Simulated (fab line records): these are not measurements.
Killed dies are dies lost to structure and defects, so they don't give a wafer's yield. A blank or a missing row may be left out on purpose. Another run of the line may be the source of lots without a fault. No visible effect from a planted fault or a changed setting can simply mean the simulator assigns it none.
fab line records    flow rit_cmos
record lots=14  wafers=42  last_day=7
route steps=202 shown PLDD@116 M1@202
lots that met no fault: from a run of the same line without faults
start_h: hours from the record's opening day to when the first of the lot's shown wafers began    wait_h: hours elapsed since this lot's preceding step    " identical to the entry in the row above    L1.1+2: a single row standing in for several wafers    - value missing, or start not given    * or withheld: withheld    < > ~ a bound
route shown NAME@n: NAME is a module with steps in the file, n the number in the route of the first one    usual: the fault-free wafers' mean and standard deviation    same: alike in all rows    chamber/n: place in a boat    sites: readings site by site    _std_site: the values' standard deviation    _edge_site: the outer-site mean with the inner-site mean subtracted    radius_mm: how far each site lies from the wafer's centre    mask NAME#n: copy n    behind: the last tool/chamber to shape the wafer    hold: the reason the lot was held/the length of the hold in hours/how it ended    device: transistor that didn't switch, given as n, p or np    end of line: tests of these same wafers at the route's end    for a step that has no rows: nothing shown but its recipe    killed: dies lost to structure and defects at the first sort, not the wafer's yield    map: dies across one wafer; x = killed, . = not, _ = none there
set.NAME: the setting as run; set.NAME@STEP: as run at that earlier step    model.NAME: the simulator's own value behind a step, which no gauge read
the route's steps for a sample of lots (tables are steps, rows are wafers)
## steps
# step RIT_PLDD_SOFTBAKE_02
# recipe resist=NOVOLAK  temp_c=90  time_s=60
# usual heater_power_total_W=34.56/0.045  run_length_s=89.19/0.12
lot.wafer  tool            chamber  start_h  wait_h  heater_power_total_W  run_length_s
L399.1     litho_track-01  0        47.48    0.1     34.53                 89.32
L399.4     "               0        "        "       34.61                 89.27
L399.5     "               0        "        "       34.58                 89.16
L400.1     litho_track-03  0        47.60    0.1     34.65                 89.17
L400.3     "               0        "        "       34.53                 89.25
L400.6     "               0        "        "       34.56                 89.02
L401.1     litho_track-02  0        55.27    0.1     34.54                 89.19
L401.2     "               0        "        "       34.51                 89.27
L401.4     "               0        "        "       34.64                 89.26
L402.2     litho_track-03  0        59.01    0.1     34.50                 89.41
L402.3     "               0        "        "       34.56                 89.21
L402.5     "               0        "        "       34.54                 89.18
L403.1     litho_track-01  0        64.13    0.1     34.56                 89.09
L403.5     "               0        "        "       34.59                 89.15
L403.6     "               0        "        "       34.47                 89.13
L404.1     litho_track-03  0        70.74    0.1     34.54                 89.16
L404.4     "               0        "        "       34.61                 89.00
L404.5     "               0        "        "       34.60                 89.17
L405.1     litho_track-01  0        75.35    0.1     34.60                 89.29
L405.3     "               0        "        "       34.53                 89.41
L405.6     "               0        "        "       34.52                 89.27
L406.1     litho_track-03  0        82.65    0.1     34.57                 89.16
L406.5     "               0        "        "       34.53                 89.19
L406.6     "               0        "        "       34.64                 89.06
L410.2     litho_track-01  0        105.43   0.1     34.62                 89.33
L410.5     "               0        "        "       34.60                 89.16
L410.6     "               0        "        "       34.56                 89.25
L414.1     litho_track-03  0        119.34   0.1     35.63                 83.34
L414.4     "               0        "        "       35.69                 83.20
L414.5     "               0        "        "       35.62                 83.15
L416.3     litho_track-03  0        133.54   0.1     35.58                 83.16
L416.5     "               0        "        "       35.63                 83.38
L416.6     "               0        "        "       35.65                 83.26
L417.2     litho_track-02  0        137.00   0.1     34.48                 89.29
L417.3     "               0        "        "       34.56                 89.25
L417.5     "               0        "        "       34.54                 89.28
L421.1     litho_track-01  0        155.17   0.1     34.61                 89.07
L421.3     "               0        "        "       34.52                 89.14
L421.4     "               0        "        "       34.57                 89.21
L422.4     litho_track-01  0        160.53   0.1     34.52                 89.27
L422.5     "               0        "        "       34.58                 89.22
L422.6     "               0        "        "       34.57                 89.25
# step RIT_M1_PROBE_99
# usual killed_at_contacts=0.1/0.34  killed_at_front_end=6.6/2.7  killed_dies=6.7/2.7  killed_open=3.5/1.9  killed_short=3.1/1.8
# same gross_dies=264  killed_at_M0_to_M3=0  killed_at_M4_up=0  killed_at_back_side=0  killed_at_other=0
lot.wafer  tool       chamber  start_h  wait_h  killed_at_contacts  killed_at_front_end  killed_dies  killed_open  killed_short
L401.1     prober-01  -        70.52    0.1     0                   7                    7            4            3
L401.2     prober-01  -        70.57    0.1     0                   9                    9            3            6
L401.4     prober-01  -        70.67    0.2     0                   7                    7            5            2
# killed by level:class
L401.1 GATE:geometric_particle:short=2 REOX:geometric_particle:open=2 FOX2:geometric_particle:open=1 SPACER:geometric_particle:short=1 SILICIDE:geometric_particle:open=1
L401.2 SILICIDE:geometric_particle:short=3 FOX1:geometric_particle:short=2 REOX:geometric_particle:open=2 FOX2:geometric_particle:open=1 SPACER:geometric_particle:short=1
L401.4 REOX:geometric_particle:open=3 FOX1:geometric_particle:short=1 GATE:geometric_particle:open=1 SILICIDE:geometric_particle:short=1 SILICIDE:geometric_particle:open=1
## key
first_sign step=RIT_PLDD_SOFTBAKE_02  reading=run_length_s  direction=down  sigmas=51  usual=*  struck=*
effect step=RIT_PLDD_SOFTBAKE_02  reading=heater_power_total_W  direction=up  sigmas=24  usual=34.56  struck=35.63
met_at RIT_PLDD_SOFTBAKE_02
struck_lots L414,L416
tester_left_out L414,L416
onset_between 82.65 119.34
fault kind=process_parameter_drift  tool=litho_track-03  chamber=-  onset_h=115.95  steps=RIT_PLDD_SOFTBAKE_02  channel=time_s  offset=*  shape=step  end_h=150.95  acts_in=*  stated=*
# tester_left_out: of these lots the tester's yield and bins aren't shown, on N5 and GAA mostly nor the transistor test; their killed dies are dies lost to structure and defects alone, not to doping, threshold or leakage, so they don't give the yield
